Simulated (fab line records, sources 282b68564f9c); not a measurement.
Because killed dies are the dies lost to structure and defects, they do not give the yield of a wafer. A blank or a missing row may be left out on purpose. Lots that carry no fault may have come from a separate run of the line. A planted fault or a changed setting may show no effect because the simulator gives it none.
fab line records || flow rit_cmos || part 2 of 2: steps 34 to 46 of 46
record: {"lots": 5, "wafers": 15, "last_day": 6}
route steps=202 shown PWELL@46 WELLDRIVE@50 NWELL@51 NRETRO@53 PRETRO@64 GATE@75 FOX2@80
lots that met no fault: taken from a fault-free run of the same line
start_h: start of the lot's first displayed wafer, in hours after the record's first day || wait_h: hours from the lot's prior step to this one || " the same as in the row above || L1.1+2: a row that stands for several wafers || - either no value or no given start || * or withheld: withheld || < > ~ a bound
route shown NAME@n: NAME is a module with steps in the file, n the number in the route of the first one || usual: average and standard deviation across the fault-free wafers || same: alike in all rows || chamber/n: place in a boat || sites: each site's reading || _std_site: standard deviation across them || _edge_site: the outer-site mean with the inner-site mean subtracted || radius_mm: how far each site lies from the wafer's centre || mask NAME#n: copy n || behind: the tool/chamber that last shaped the wafer || hold: cause of the lot's hold/its duration in hours/its outcome || device: transistor that didn't switch, given as n, p or np || end of line: tests of these same wafers at the route's end || a step without rows: its recipe alone || killed: at the first sort, the dies lost to defects and structure; wafer yield is something else || map: the dies of a wafer, with x for killed, . for not killed, _ for no die there
set.NAME: the run value of the setting; set.NAME@STEP: its run value at that earlier step || model.NAME: the simulator's own value behind a step, which no gauge read
certain route steps with their lots: each step a table, each wafer a row
services: when a tool's chamber went out of use (start_h, in hours from the record's first day, below 0 if earlier), for how many hours, and the reason
== steps ==
step: RIT_GATE_CLEAN_04
recipe: {"chemistry": "dHF", "dilution": "50:1", "time_s": 60, "dry": "n2_spin"}
same: {"time_s": 60}
{"lot.wafer": "L074.3+4+6", "tool": "wet_bench-03", "chamber": 3, "start_h": 33.82, "wait_h": 0.0}
{"lot.wafer": "L082.1+4+6", "tool": "wet_bench-01", "chamber": 2, "start_h": 73.10, "wait_h": 0.0}
{"lot.wafer": "L083.2+4+6", "tool": "wet_bench-04", "chamber": 0, "start_h": 79.34, "wait_h": 0.0}
{"lot.wafer": "L086.1+2+3", "tool": "wet_bench-03", "chamber": 2, "start_h": 95.27, "wait_h": 0.0}
{"lot.wafer": "L090.2+4+6", "tool": "wet_bench-03", "chamber": 3, "start_h": 113.71, "wait_h": 0.0}
step: RIT_FOX2_THK_MEAS_91
recipe: {"reads": "SiO2_of_FOX2_OXIDATION_00"}
usual: {"FIELD_OXIDE_LEFT_2_THK": "254/7"}
{"lot.wafer": "L074.3", "tool": "film_metro-02", "chamber": "-", "start_h": 33.86, "wait_h": 0.0, "FIELD_OXIDE_LEFT_2_THK[nm]": 257}
{"lot.wafer": "L074.4", "tool": "film_metro-02", "chamber": "-", "start_h": 33.86, "wait_h": 0.0, "FIELD_OXIDE_LEFT_2_THK[nm]": 252}
{"lot.wafer": "L074.6", "tool": "film_metro-02", "chamber": "-", "start_h": 33.86, "wait_h": 0.0, "FIELD_OXIDE_LEFT_2_THK[nm]": 252}
{"lot.wafer": "L082.1", "tool": "film_metro-02", "chamber": "-", "start_h": 73.13, "wait_h": 0.0, "FIELD_OXIDE_LEFT_2_THK[nm]": 259}
{"lot.wafer": "L082.4", "tool": "film_metro-02", "chamber": "-", "start_h": 73.13, "wait_h": 0.0, "FIELD_OXIDE_LEFT_2_THK[nm]": 258}
{"lot.wafer": "L082.6", "tool": "film_metro-02", "chamber": "-", "start_h": 73.13, "wait_h": 0.0, "FIELD_OXIDE_LEFT_2_THK[nm]": 257}
{"lot.wafer": "L083.2", "tool": "film_metro-04", "chamber": "-", "start_h": 79.37, "wait_h": 0.0, "FIELD_OXIDE_LEFT_2_THK[nm]": 242}
{"lot.wafer": "L083.4", "tool": "film_metro-04", "chamber": "-", "start_h": 79.37, "wait_h": 0.0, "FIELD_OXIDE_LEFT_2_THK[nm]": 243}
{"lot.wafer": "L083.6", "tool": "film_metro-04", "chamber": "-", "start_h": 79.37, "wait_h": 0.0, "FIELD_OXIDE_LEFT_2_THK[nm]": 238}
{"lot.wafer": "L086.1", "tool": "film_metro-04", "chamber": "-", "start_h": 95.29, "wait_h": 0.0, "FIELD_OXIDE_LEFT_2_THK[nm]": 259}
{"lot.wafer": "L086.2", "tool": "film_metro-04", "chamber": "-", "start_h": 95.29, "wait_h": 0.0, "FIELD_OXIDE_LEFT_2_THK[nm]": 260}
{"lot.wafer": "L086.3", "tool": "film_metro-04", "chamber": "-", "start_h": 95.29, "wait_h": 0.0, "FIELD_OXIDE_LEFT_2_THK[nm]": 260}
{"lot.wafer": "L090.2", "tool": "film_metro-01", "chamber": "-", "start_h": 113.75, "wait_h": 0.0, "FIELD_OXIDE_LEFT_2_THK[nm]": 248}
{"lot.wafer": "L090.4", "tool": "film_metro-01", "chamber": "-", "start_h": 113.75, "wait_h": 0.0, "FIELD_OXIDE_LEFT_2_THK[nm]": 250}
{"lot.wafer": "L090.6", "tool": "film_metro-01", "chamber": "-", "start_h": 113.75, "wait_h": 0.0, "FIELD_OXIDE_LEFT_2_THK[nm]": 250}
step: RIT_GATE_OXIDATION_05
recipe: {"temp_c": 900, "ambient": "O2", "target_thk_a": 30, "ox_time_s": 274.8}
usual: {"ox_temp_c": "900.1/0.38"}
{"lot.wafer": "L074.3", "tool": "furnace-01", "chamber": 0, "start_h": 33.90, "wait_h": 0.0, "ox_temp_c": 899.5}
{"lot.wafer": "L074.4", "tool": "furnace-01", "chamber": 0, "start_h": 33.90, "wait_h": 0.0, "ox_temp_c": 899.8}
{"lot.wafer": "L074.6", "tool": "furnace-01", "chamber": 0, "start_h": 33.90, "wait_h": 0.0, "ox_temp_c": 899.6}
{"lot.wafer": "L082.1", "tool": "furnace-01", "chamber": 0, "start_h": 73.19, "wait_h": 0.1, "ox_temp_c": 900.1}
{"lot.wafer": "L082.4", "tool": "furnace-01", "chamber": 0, "start_h": 73.19, "wait_h": 0.1, "ox_temp_c": 900.0}
{"lot.wafer": "L082.6", "tool": "furnace-01", "chamber": 0, "start_h": 73.19, "wait_h": 0.1, "ox_temp_c": 899.2}
{"lot.wafer": "L083.2", "tool": "furnace-03", "chamber": 0, "start_h": 80.94, "wait_h": 1.6, "ox_temp_c": 900.2}
{"lot.wafer": "L083.4", "tool": "furnace-03", "chamber": 0, "start_h": 80.94, "wait_h": 1.6, "ox_temp_c": 900.2}
{"lot.wafer": "L083.6", "tool": "furnace-03", "chamber": 0, "start_h": 80.94, "wait_h": 1.6, "ox_temp_c": 900.5}
{"lot.wafer": "L086.1", "tool": "furnace-04", "chamber": 0, "start_h": 95.35, "wait_h": 0.1, "ox_temp_c": 899.6}
{"lot.wafer": "L086.2", "tool": "furnace-04", "chamber": 0, "start_h": 95.35, "wait_h": 0.1, "ox_temp_c": 899.2}
{"lot.wafer": "L086.3", "tool": "furnace-04", "chamber": 0, "start_h": 95.35, "wait_h": 0.1, "ox_temp_c": 899.7}
{"lot.wafer": "L090.2", "tool": "furnace-04", "chamber": 0, "start_h": 113.80, "wait_h": 0.0, "ox_temp_c": 899.5}
{"lot.wafer": "L090.4", "tool": "furnace-04", "chamber": 0, "start_h": 113.80, "wait_h": 0.0, "ox_temp_c": 900.5}
{"lot.wafer": "L090.6", "tool": "furnace-04", "chamber": 0, "start_h": 113.80, "wait_h": 0.0, "ox_temp_c": 900.4}
step: RIT_GATE_ANNEAL_06
recipe: {"temp_c": 900, "time_s": 600, "ambient": "N2O"}
same: {"time_s": 600}
{"lot.wafer": "L074.3+4+6", "tool": "furnace-01", "chamber": 0, "start_h": 34.98, "wait_h": 0.0}
{"lot.wafer": "L082.1+4+6", "tool": "furnace-01", "chamber": 0, "start_h": 74.26, "wait_h": 0.0}
{"lot.wafer": "L083.2+4+6", "tool": "furnace-03", "chamber": 0, "start_h": 83.33, "wait_h": 1.3}
{"lot.wafer": "L086.1+2+3", "tool": "furnace-01", "chamber": 0, "start_h": 96.43, "wait_h": 0.0}
{"lot.wafer": "L090.2+4+6", "tool": "furnace-01", "chamber": 0, "start_h": 115.11, "wait_h": 0.2}
step: RIT_GATE_THK_MEAS_07
recipe: {"reads": "SiO2_of_GATE_OXIDATION_05"}
usual: {"GATE_OXIDE_THK": "3.06/0.079"}
{"lot.wafer": "L074.3", "tool": "film_metro-04", "chamber": "-", "start_h": 35.25, "wait_h": 0.0, "GATE_OXIDE_THK[nm]": 2.99}
{"lot.wafer": "L074.4", "tool": "film_metro-04", "chamber": "-", "start_h": 35.25, "wait_h": 0.0, "GATE_OXIDE_THK[nm]": 3.01}
{"lot.wafer": "L074.6", "tool": "film_metro-04", "chamber": "-", "start_h": 35.25, "wait_h": 0.0, "GATE_OXIDE_THK[nm]": 2.98}
{"lot.wafer": "L082.1", "tool": "film_metro-01", "chamber": "-", "start_h": 74.51, "wait_h": 0.0, "GATE_OXIDE_THK[nm]": 2.87}
{"lot.wafer": "L082.4", "tool": "film_metro-01", "chamber": "-", "start_h": 74.51, "wait_h": 0.0, "GATE_OXIDE_THK[nm]": 2.95}
{"lot.wafer": "L082.6", "tool": "film_metro-01", "chamber": "-", "start_h": 74.51, "wait_h": 0.0, "GATE_OXIDE_THK[nm]": 2.95}
{"lot.wafer": "L083.2", "tool": "film_metro-04", "chamber": "-", "start_h": 83.59, "wait_h": 0.0, "GATE_OXIDE_THK[nm]": 3.08}
{"lot.wafer": "L083.4", "tool": "film_metro-04", "chamber": "-", "start_h": 83.59, "wait_h": 0.0, "GATE_OXIDE_THK[nm]": 3.05}
{"lot.wafer": "L083.6", "tool": "film_metro-04", "chamber": "-", "start_h": 83.59, "wait_h": 0.0, "GATE_OXIDE_THK[nm]": 3.08}
{"lot.wafer": "L086.1", "tool": "film_metro-01", "chamber": "-", "start_h": 96.68, "wait_h": 0.0, "GATE_OXIDE_THK[nm]": 3.20}
{"lot.wafer": "L086.2", "tool": "film_metro-01", "chamber": "-", "start_h": 96.68, "wait_h": 0.0, "GATE_OXIDE_THK[nm]": 3.13}
{"lot.wafer": "L086.3", "tool": "film_metro-01", "chamber": "-", "start_h": 96.68, "wait_h": 0.0, "GATE_OXIDE_THK[nm]": 3.13}
{"lot.wafer": "L090.2", "tool": "film_metro-04", "chamber": "-", "start_h": 115.37, "wait_h": 0.0, "GATE_OXIDE_THK[nm]": 3.10}
{"lot.wafer": "L090.4", "tool": "film_metro-04", "chamber": "-", "start_h": 115.37, "wait_h": 0.0, "GATE_OXIDE_THK[nm]": 3.11}
{"lot.wafer": "L090.6", "tool": "film_metro-04", "chamber": "-", "start_h": 115.37, "wait_h": 0.0, "GATE_OXIDE_THK[nm]": 3.13}
step: RIT_GATE_CVD_08
recipe: {"material": "poly-Si", "target_thk_nm": 250, "temp_c": 610, "precursor": "SiH4", "time_s": 2220, "pressure_mtorr": 312.2, "sih4_flow_sccm": 100}
same: {"time_s": 2220}
{"lot.wafer": "L074.3+4+6", "tool": "lpcvd-01", "chamber": 0, "start_h": 36.43, "wait_h": 1.2}
{"lot.wafer": "L082.1+4+6", "tool": "lpcvd-02", "chamber": 0, "start_h": 74.71, "wait_h": 0.2}
{"lot.wafer": "L083.2+4+6", "tool": "lpcvd-01", "chamber": 0, "start_h": 83.64, "wait_h": 0.0}
{"lot.wafer": "L086.1+2+3", "tool": "lpcvd-01", "chamber": 1, "start_h": 96.74, "wait_h": 0.1}
{"lot.wafer": "L090.2+4+6", "tool": "lpcvd-02", "chamber": 0, "start_h": 115.42, "wait_h": 0.0}
step: RIT_GATE_THK_MEAS_09
recipe: {"reads": "poly-Si_of_GATE_CVD_08"}
usual: {"GATE_POLY_THK": "255.5/2.5"}
{"lot.wafer": "L074.3", "tool": "film_metro-02", "chamber": "-", "start_h": 38.87, "wait_h": 0.0, "GATE_POLY_THK[nm]": 258.2}
{"lot.wafer": "L074.4", "tool": "film_metro-02", "chamber": "-", "start_h": 38.87, "wait_h": 0.0, "GATE_POLY_THK[nm]": 257.9}
{"lot.wafer": "L074.6", "tool": "film_metro-02", "chamber": "-", "start_h": 38.87, "wait_h": 0.0, "GATE_POLY_THK[nm]": 257.1}
{"lot.wafer": "L082.1", "tool": "film_metro-02", "chamber": "-", "start_h": 76.33, "wait_h": 0.0, "GATE_POLY_THK[nm]": 257.0}
{"lot.wafer": "L082.4", "tool": "film_metro-02", "chamber": "-", "start_h": 76.33, "wait_h": 0.0, "GATE_POLY_THK[nm]": 256.7}
{"lot.wafer": "L082.6", "tool": "film_metro-02", "chamber": "-", "start_h": 76.33, "wait_h": 0.0, "GATE_POLY_THK[nm]": 256.3}
{"lot.wafer": "L083.2", "tool": "film_metro-01", "chamber": "-", "start_h": 85.26, "wait_h": 0.0, "GATE_POLY_THK[nm]": 255.6}
{"lot.wafer": "L083.4", "tool": "film_metro-01", "chamber": "-", "start_h": 85.26, "wait_h": 0.0, "GATE_POLY_THK[nm]": 255.3}
{"lot.wafer": "L083.6", "tool": "film_metro-01", "chamber": "-", "start_h": 85.26, "wait_h": 0.0, "GATE_POLY_THK[nm]": 253.5}
{"lot.wafer": "L086.1", "tool": "film_metro-04", "chamber": "-", "start_h": 98.36, "wait_h": 0.0, "GATE_POLY_THK[nm]": 259.9}
{"lot.wafer": "L086.2", "tool": "film_metro-04", "chamber": "-", "start_h": 98.36, "wait_h": 0.0, "GATE_POLY_THK[nm]": 261.3}
{"lot.wafer": "L086.3", "tool": "film_metro-04", "chamber": "-", "start_h": 98.36, "wait_h": 0.0, "GATE_POLY_THK[nm]": 257.2}
{"lot.wafer": "L090.2", "tool": "film_metro-04", "chamber": "-", "start_h": 117.05, "wait_h": 0.0, "GATE_POLY_THK[nm]": 255.1}
{"lot.wafer": "L090.4", "tool": "film_metro-04", "chamber": "-", "start_h": 117.05, "wait_h": 0.0, "GATE_POLY_THK[nm]": 254.4}
{"lot.wafer": "L090.6", "tool": "film_metro-04", "chamber": "-", "start_h": 117.05, "wait_h": 0.0, "GATE_POLY_THK[nm]": 255.8}
step: RIT_GATE_HMDS_10
recipe: {"prime_time_s": 60, "prime_temp_c": 140}
{"lot.wafer": "L074.3+4+6", "tool": "litho_track-01", "chamber": 0, "start_h": 39.07, "wait_h": 0.2}
{"lot.wafer": "L082.1+4+6", "tool": "litho_track-04", "chamber": 0, "start_h": 76.39, "wait_h": 0.1}
{"lot.wafer": "L083.2+4+6", "tool": "litho_track-04", "chamber": 0, "start_h": 85.34, "wait_h": 0.1}
{"lot.wafer": "L086.1+2+3", "tool": "litho_track-04", "chamber": 0, "start_h": 98.42, "wait_h": 0.1}
{"lot.wafer": "L090.2+4+6", "tool": "litho_track-03", "chamber": 0, "start_h": 117.12, "wait_h": 0.1}
step: RIT_GATE_COAT_11
recipe: {"resist": "NOVOLAK", "spin_rpm": 4250, "resist_thk_nm": 850}
{"lot.wafer": "L074.3+4+6", "tool": "litho_track-01", "chamber": 0, "start_h": 39.22, "wait_h": 0.1}
{"lot.wafer": "L082.1+4+6", "tool": "litho_track-04", "chamber": 0, "start_h": 76.54, "wait_h": 0.1}
{"lot.wafer": "L083.2+4+6", "tool": "litho_track-04", "chamber": 0, "start_h": 85.49, "wait_h": 0.1}
{"lot.wafer": "L086.1+2+3", "tool": "litho_track-04", "chamber": 0, "start_h": 98.57, "wait_h": 0.1}
{"lot.wafer": "L090.2+4+6", "tool": "litho_track-03", "chamber": 0, "start_h": 117.27, "wait_h": 0.1}
step: RIT_GATE_SOFTBAKE_12
recipe: {"resist": "NOVOLAK", "temp_c": 90, "time_s": 60}
same: {"time_s": 60}
{"lot.wafer": "L074.3+4+6", "tool": "litho_track-01", "chamber": 0, "start_h": 39.37, "wait_h": 0.1}
{"lot.wafer": "L082.1+4+6", "tool": "litho_track-04", "chamber": 0, "start_h": 76.69, "wait_h": 0.1}
{"lot.wafer": "L083.2+4+6", "tool": "litho_track-04", "chamber": 0, "start_h": 85.64, "wait_h": 0.1}
{"lot.wafer": "L086.1+2+3", "tool": "litho_track-04", "chamber": 0, "start_h": 98.72, "wait_h": 0.1}
{"lot.wafer": "L090.2+4+6", "tool": "litho_track-03", "chamber": 0, "start_h": 117.42, "wait_h": 0.1}
step: RIT_GATE_EXPOSE_13
recipe: {"mask_id": "M6", "na": 0.6, "source_shape": "conventional", "sigma_outer": 0.6, "target_cd_nm": 150, "dose_mj": 380}
usual: {"exposure_dose_mJ_cm2": "380.0/0.33"}
same: {"sigma_outer": 0.6}
{"lot.wafer": "L074.3", "tool": "iline_stepper-02", "chamber": 0, "start_h": 39.51, "wait_h": 0.1, "mask": "M6#0", "exposure_dose_mJ_cm2": 380.0}
{"lot.wafer": "L074.4", "tool": "iline_stepper-02", "chamber": 0, "start_h": 39.51, "wait_h": 0.1, "mask": "M6#0", "exposure_dose_mJ_cm2": 380.3}
{"lot.wafer": "L074.6", "tool": "iline_stepper-02", "chamber": 0, "start_h": 39.51, "wait_h": 0.1, "mask": "M6#0", "exposure_dose_mJ_cm2": 379.4}
{"lot.wafer": "L082.1", "tool": "iline_stepper-02", "chamber": 0, "start_h": 76.84, "wait_h": 0.1, "mask": "M6#0", "exposure_dose_mJ_cm2": 380.0}
{"lot.wafer": "L082.4", "tool": "iline_stepper-02", "chamber": 0, "start_h": 76.84, "wait_h": 0.1, "mask": "M6#0", "exposure_dose_mJ_cm2": 380.2}
{"lot.wafer": "L082.6", "tool": "iline_stepper-02", "chamber": 0, "start_h": 76.84, "wait_h": 0.1, "mask": "M6#0", "exposure_dose_mJ_cm2": 380.2}
{"lot.wafer": "L083.2", "tool": "iline_stepper-02", "chamber": 0, "start_h": 85.78, "wait_h": 0.1, "mask": "M6#0", "exposure_dose_mJ_cm2": 380.2}
{"lot.wafer": "L083.4", "tool": "iline_stepper-02", "chamber": 0, "start_h": 85.78, "wait_h": 0.1, "mask": "M6#0", "exposure_dose_mJ_cm2": 380.5}
{"lot.wafer": "L083.6", "tool": "iline_stepper-02", "chamber": 0, "start_h": 85.78, "wait_h": 0.1, "mask": "M6#0", "exposure_dose_mJ_cm2": 380.6}
{"lot.wafer": "L086.1", "tool": "iline_stepper-01", "chamber": 0, "start_h": 98.99, "wait_h": 0.2, "mask": "M6#0", "exposure_dose_mJ_cm2": 379.9}
{"lot.wafer": "L086.2", "tool": "iline_stepper-01", "chamber": 0, "start_h": 98.99, "wait_h": 0.2, "mask": "M6#0", "exposure_dose_mJ_cm2": 380.5}
{"lot.wafer": "L086.3", "tool": "iline_stepper-01", "chamber": 0, "start_h": 98.99, "wait_h": 0.2, "mask": "M6#0", "exposure_dose_mJ_cm2": 380.3}
{"lot.wafer": "L090.2", "tool": "iline_stepper-01", "chamber": 0, "start_h": 117.69, "wait_h": 0.2, "mask": "M6#0", "exposure_dose_mJ_cm2": 379.8}
{"lot.wafer": "L090.4", "tool": "iline_stepper-01", "chamber": 0, "start_h": 117.69, "wait_h": 0.2, "mask": "M6#0", "exposure_dose_mJ_cm2": 379.7}
{"lot.wafer": "L090.6", "tool": "iline_stepper-01", "chamber": 0, "start_h": 117.69, "wait_h": 0.2, "mask": "M6#0", "exposure_dose_mJ_cm2": 379.9}
step: RIT_GATE_PEB_14
recipe: {"resist": "NOVOLAK", "temp_c": "withheld", "time_s": "withheld"}
{"lot.wafer": "L074.3+4+6", "tool": "litho_track-04", "chamber": 0, "start_h": 39.64, "wait_h": 0.1}
{"lot.wafer": "L082.1+4+6", "tool": "litho_track-04", "chamber": 0, "start_h": 76.95, "wait_h": 0.1}
{"lot.wafer": "L083.2+4+6", "tool": "litho_track-04", "chamber": 0, "start_h": 85.91, "wait_h": 0.1}
{"lot.wafer": "L086.1+2+3", "tool": "litho_track-03", "chamber": 0, "start_h": 99.11, "wait_h": 0.1}
{"lot.wafer": "L090.2+4+6", "tool": "litho_track-04", "chamber": 0, "start_h": 117.82, "wait_h": 0.1}
step: RIT_GATE_DEVELOP_15
recipe: {"resist": "NOVOLAK", "develop_time_s": 50, "dev_temp_c": 23}
usual: {"developer_temp_C": "23.00/0.093"}
{"lot.wafer": "L074.3", "tool": "litho_track-04", "chamber": 0, "start_h": "-", "wait_h": "-", "developer_temp_C": 23.02}
{"lot.wafer": "L074.4", "tool": "litho_track-04", "chamber": 0, "start_h": "-", "wait_h": "-", "developer_temp_C": 23.05}
{"lot.wafer": "L074.6", "tool": "litho_track-04", "chamber": 0, "start_h": "-", "wait_h": "-", "developer_temp_C": 23.04}
{"lot.wafer": "L082.1", "tool": "litho_track-04", "chamber": 0, "start_h": "-", "wait_h": "-", "developer_temp_C": 23.20}
{"lot.wafer": "L082.4", "tool": "litho_track-04", "chamber": 0, "start_h": "-", "wait_h": "-", "developer_temp_C": 22.83}
{"lot.wafer": "L082.6", "tool": "litho_track-04", "chamber": 0, "start_h": "-", "wait_h": "-", "developer_temp_C": 22.91}
{"lot.wafer": "L083.2", "tool": "litho_track-04", "chamber": 0, "start_h": "-", "wait_h": "-", "developer_temp_C": 22.95}
{"lot.wafer": "L083.4", "tool": "litho_track-04", "chamber": 0, "start_h": "-", "wait_h": "-", "developer_temp_C": 22.91}
{"lot.wafer": "L083.6", "tool": "litho_track-04", "chamber": 0, "start_h": "-", "wait_h": "-", "developer_temp_C": 23.03}
{"lot.wafer": "L086.1", "tool": "litho_track-03", "chamber": 0, "start_h": "-", "wait_h": "-", "developer_temp_C": 22.99}
{"lot.wafer": "L086.2", "tool": "litho_track-03", "chamber": 0, "start_h": "-", "wait_h": "-", "developer_temp_C": 22.98}
{"lot.wafer": "L086.3", "tool": "litho_track-03", "chamber": 0, "start_h": "-", "wait_h": "-", "developer_temp_C": 23.13}
{"lot.wafer": "L090.2", "tool": "litho_track-04", "chamber": 0, "start_h": "-", "wait_h": "-", "developer_temp_C": 22.99}
{"lot.wafer": "L090.4", "tool": "litho_track-04", "chamber": 0, "start_h": "-", "wait_h": "-", "developer_temp_C": 23.08}
{"lot.wafer": "L090.6", "tool": "litho_track-04", "chamber": 0, "start_h": "-", "wait_h": "-", "developer_temp_C": 22.98}
== services ==
{"tool": "implanter-02", "chamber": "-", "start_h": -0.30, "hours": 4.1, "kind": "repair"}
{"tool": "implanter-04", "chamber": "-", "start_h": 0.90, "hours": 18.1, "kind": "repair"}
{"tool": "wet_bench-04", "chamber": "-", "start_h": 6.50, "hours": 1.9, "kind": "pm"}
{"tool": "iline_stepper-02", "chamber": "-", "start_h": 6.68, "hours": 2.1, "kind": "pm"}
{"tool": "iline_stepper-02", "chamber": "-", "start_h": 8.76, "hours": "-", "kind": "consumable_replace:lamp"}
{"tool": "implanter-03", "chamber": "-", "start_h": 21.03, "hours": 3.6, "kind": "repair"}
{"tool": "furnace-04", "chamber": "-", "start_h": 63.01, "hours": 7.1, "kind": "pm"}
{"tool": "iline_stepper-01", "chamber": "-", "start_h": 75.50, "hours": 1.7, "kind": "pm"}
{"tool": "wet_bench-01", "chamber": "-", "start_h": 77.33, "hours": 3.4, "kind": "repair"}
{"tool": "implanter-02", "chamber": "-", "start_h": 77.63, "hours": 4.7, "kind": "pm"}
{"tool": "lpcvd-02", "chamber": "-", "start_h": 77.87, "hours": 0.9, "kind": "repair"}
{"tool": "implanter-01", "chamber": "-", "start_h": 83.95, "hours": 2.6, "kind": "repair"}
{"tool": "iline_stepper-01", "chamber": "-", "start_h": 91.00, "hours": 2.1, "kind": "pm"}
{"tool": "iline_stepper-01", "chamber": "-", "start_h": 93.08, "hours": "-", "kind": "consumable_replace:lamp"}
{"tool": "iline_stepper-02", "chamber": "-", "start_h": 97.59, "hours": 1.7, "kind": "pm"}
{"tool": "implanter-01", "chamber": "-", "start_h": 98.97, "hours": 9.8, "kind": "pm"}
{"tool": "implanter-04", "chamber": "-", "start_h": 103.76, "hours": 3.6, "kind": "repair"}
{"tool": "furnace-03", "chamber": "-", "start_h": 104.57, "hours": 4.4, "kind": "pm"}
{"tool": "plasma_asher-02", "chamber": "-", "start_h": 108.80, "hours": 9.0, "kind": "pm"}
{"tool": "plasma_asher-02", "chamber": 0, "start_h": 108.80, "hours": 9.0, "kind": "vent_cycle"}
{"tool": "plasma_asher-02", "chamber": 1, "start_h": 108.80, "hours": 9.0, "kind": "vent_cycle"}
{"tool": "implanter-01", "chamber": "-", "start_h": 109.36, "hours": 2.9, "kind": "pm"}
{"tool": "implanter-01", "chamber": "-", "start_h": 115.36, "hours": 5.5, "kind": "repair"}
{"tool": "implanter-02", "chamber": "-", "start_h": 116.55, "hours": 1.8, "kind": "repair"}
